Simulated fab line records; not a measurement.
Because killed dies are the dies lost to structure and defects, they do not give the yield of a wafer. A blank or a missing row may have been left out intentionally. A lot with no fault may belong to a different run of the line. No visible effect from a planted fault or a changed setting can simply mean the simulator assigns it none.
The tool behind it: which one? | flow berkeley-cmos170 | 11 lots, 33 wafers sampled, at 6 steps of a route of 331

WHAT EACH GAUGE READ, for each wafer
UCB170_PLDD_CD_MEAS_06: the cd target is 1200 nm. Usual: cd-nm at 1199.6 nm, with a standard deviation of 1.3.
lot  | measured    | on        | cd-nm (nm)           | flag
L862 | day 6 16:51 | cd-sem-01 | 1199.1 1200.2 1198.2 |
L861 | day 6 16:49 | cd-sem-02 | 1199.2 1200.0 1199.7 |
L863 | day 6 22:55 | cd-sem-02 | 1198.3 1198.5 1198.4 |
L866 | day 7 10:55 | cd-sem-02 | 1199.4 1199.4 1198.7 |
L865 | day 7 10:23 | cd-sem-01 | 1199.1 1197.7 1198.2 |
L864 | day 7 11:11 | cd-sem-01 | 1201.0 1201.2 1201.7 |
L867 | day 7 10:42 | cd-sem-01 | 1199.3 1199.3 1200.2 |
L869 | day 7 18:58 | cd-sem-02 | 1199.3 1200.4 1200.1 |
L870 | day 7 18:28 | cd-sem-01 | 1200.5 1199.6 1200.1 |
L868 | day 7 18:46 | cd-sem-02 | 1200.2 1200.4 1200.4 |
L871 | day 8 08:02 | cd-sem-01 | 1202.2 1202.3 1202.5 |

UCB170_NLDD_TW_MEAS_11. Usual: NLDD_TW typically reads 2232, with standard deviation 20.
lot  | measured    | on            | NLDD_TW        | flag
L862 | day 6 19:47 | film-metro-01 | 2205 2198 2211 |
L861 | day 6 19:35 | film-metro-04 | 2256 2242 2262 |
L863 | day 7 01:40 | film-metro-04 | 2240 2247 2240 |
L866 | day 7 14:22 | film-metro-01 | 2204 2213 2206 |
L865 | day 7 13:04 | film-metro-04 | 2232 2240 2243 |
L864 | day 7 14:51 | film-metro-02 | 2265 2254 2268 |
L867 | day 7 14:15 | film-metro-04 | 2250 2246 2235 |
L869 | day 7 21:37 | film-metro-04 | 1951 1941 1937 | OFF
L870 | day 7 21:07 | film-metro-04 | 1948 1955 1942 | OFF
L868 | day 7 21:22 | film-metro-01 | 1918 1923 1925 | OFF
L871 | day 8 11:28 | film-metro-01 | 1927 1919 1923 | OFF

UCB170_NSD_TW_MEAS_10. Usual: NSD_TW typically reads 4235, with standard deviation 34.
lot  | measured    | on            | NSD_TW         | flag
L862 | day 7 07:22 | film-metro-02 | 4285 4293 4280 |
L861 | day 7 07:14 | film-metro-01 | 4179 4170 4173 |
L863 | day 7 14:05 | film-metro-02 | 4265 4263 4254 |
L866 | day 7 22:31 | film-metro-04 | 4225 4249 4242 |
L865 | day 7 20:31 | film-metro-04 | 4236 4252 4245 |
L864 | day 7 22:11 | film-metro-01 | 4184 4173 4193 |
L867 | day 7 20:51 | film-metro-04 | 4231 4232 4225 |
L869 | day 8 04:34 | film-metro-02 | 4250 4231 4268 |
L870 | day 8 04:26 | film-metro-04 | 4239 4217 4222 |
L868 | day 8 04:43 | film-metro-01 | 4185 4178 4181 |
L871 | day 8 20:51 | film-metro-04 | 4238 4211 4244 |

UCB170_SDANNEAL_RS_MEAS_05: measures by four-point-probe. Usual: NLDD_RS typically reads 617.2 ohm/sq, with standard deviation 1.7.
lot  | measured    | on            | NLDD_RS (ohm/sq)  | flag
L862 | day 7 09:32 | film-metro-01 | 617.4 618.2 616.8 |
L861 | day 7 09:20 | film-metro-02 | 616.1 617.2 618.6 |
L863 | day 7 15:48 | film-metro-02 | 614.5 615.9 615.9 |
L866 | day 7 23:58 | film-metro-02 | 615.1 617.5 617.6 |
L865 | day 7 21:58 | film-metro-02 | 617.7 615.5 616.8 |
L864 | day 7 23:38 | film-metro-04 | 615.9 617.7 617.8 |
L867 | day 7 22:29 | film-metro-02 | 615.4 615.3 615.7 |
L869 | day 8 06:37 | film-metro-01 | - - -             | OFF
L870 | day 8 06:08 | film-metro-02 | - - -             | OFF
L868 | day 8 06:37 | film-metro-04 | - - -             | OFF
L871 | day 8 23:24 | film-metro-04 | - - -             | OFF

WHAT TOOL EACH LOT RAN ON (gives the tool, then ch and the chambers of the sampled wafers, and finally the start)
lot  | UCB170_NVT_STRIP_08                 | UCB170_NLDD_IMPLANT_08
L862 | plasma-asher-01 ch 0, day 5 23:45   | implanter-02 ch 0, day 6 19:23
L861 | plasma-asher-02 ch 0,1, day 6 00:05 | implanter-04 ch 0, day 6 19:12
L863 | plasma-asher-01 ch 0,1, day 6 09:38 | implanter-01 ch 0, day 7 01:16
L866 | plasma-asher-01 ch 0,1, day 6 20:22 | implanter-02 ch 0, day 7 13:58
L865 | plasma-asher-02 ch 1, day 6 20:29   | implanter-01 ch 0, day 7 12:40
L864 | plasma-asher-01 ch 0,1, day 6 20:43 | implanter-04 ch 0, day 7 14:28
L867 | plasma-asher-02 ch 0,1, day 6 20:59 | implanter-04 ch 0, day 7 13:52
L869 | plasma-asher-01 ch 0,1, day 7 02:05 | implanter-02 ch 0, day 7 21:13
L870 | plasma-asher-02 ch 0,1, day 7 02:17 | implanter-04 ch 0, day 7 20:43
L868 | plasma-asher-01 ch 1, day 7 02:21   | implanter-01 ch 0, day 7 20:58
L871 | plasma-asher-01 ch 1, day 7 14:41   | implanter-01 ch 0, day 8 11:04
- UCB170_NVT_STRIP_08: strips in O2.
- UCB170_NLDD_IMPLANT_08

AS READ BY THE TOOLS THEMSELVES (means over the sampled wafers that have a number; for cases with no such wafer, the mark the record gives instead)
UCB170_NVT_STRIP_08. Usual: drypump-motor-current-A 5.9 A, standard deviation 0.38; oes-product-au 0.734 a.u., standard deviation 0.0043; strip-time-to-endpoint-s 21.63 s, standard deviation 0.054.
lot  | tool            | drypump-motor-current-A (A) | oes-product-au (a.u.) | strip-time-to-endpoint-s (s) | flag
L862 | plasma-asher-01 | 6.1                         | 0.738                 | 21.65                        |
L861 | plasma-asher-02 | 5.8                         | 0.736                 | 21.59                        |
L863 | plasma-asher-01 | 6.1                         | 0.733                 | 21.66                        |
L866 | plasma-asher-01 | 6.1                         | 0.734                 | 21.61                        |
L865 | plasma-asher-02 | 5.5                         | 0.732                 | 21.65                        |
L864 | plasma-asher-01 | 6.0                         | 0.731                 | 21.58                        |
L867 | plasma-asher-02 | 6.1                         | 0.731                 | 21.58                        |
L869 | plasma-asher-01 | 6.1                         | 0.734                 | 21.59                        |
L870 | plasma-asher-02 | 6.1                         | 0.734                 | 21.58                        |
L868 | plasma-asher-01 | 5.9                         | 0.734                 | 21.63                        |
L871 | plasma-asher-01 | 5.9                         | 0.737                 | 21.62                        |

THE ANSWER, worked out from the rows above alone
Rule: take the mean of a lot's wafers that have a number; if it is more than 3 standard deviations from the usual mean, the lot is off. Also off: a lot with no number at a reading for which 4 or more lots have one. All remaining lots with rows at the step are treated as sound. Order of review: gauges by route order, followed by the tools' own readings, for which a lot's mean as printed above is used. At the first step where some lot is off, the reading lying furthest off is the one used; lots without a number count as furthest.
Off: L869, L870, L868, L871, at UCB170_NLDD_TW_MEAS_11 (NLDD_TW).
A tool fits if, at a process step before that reading, it ran every lot that is off, and no sound lot after the first of them. The gauges at UCB170_NLDD_TW_MEAS_11 are tried like those tools. None of those tried fits.

WHAT HAD BEEN PUT IN BY THE SIMULATOR
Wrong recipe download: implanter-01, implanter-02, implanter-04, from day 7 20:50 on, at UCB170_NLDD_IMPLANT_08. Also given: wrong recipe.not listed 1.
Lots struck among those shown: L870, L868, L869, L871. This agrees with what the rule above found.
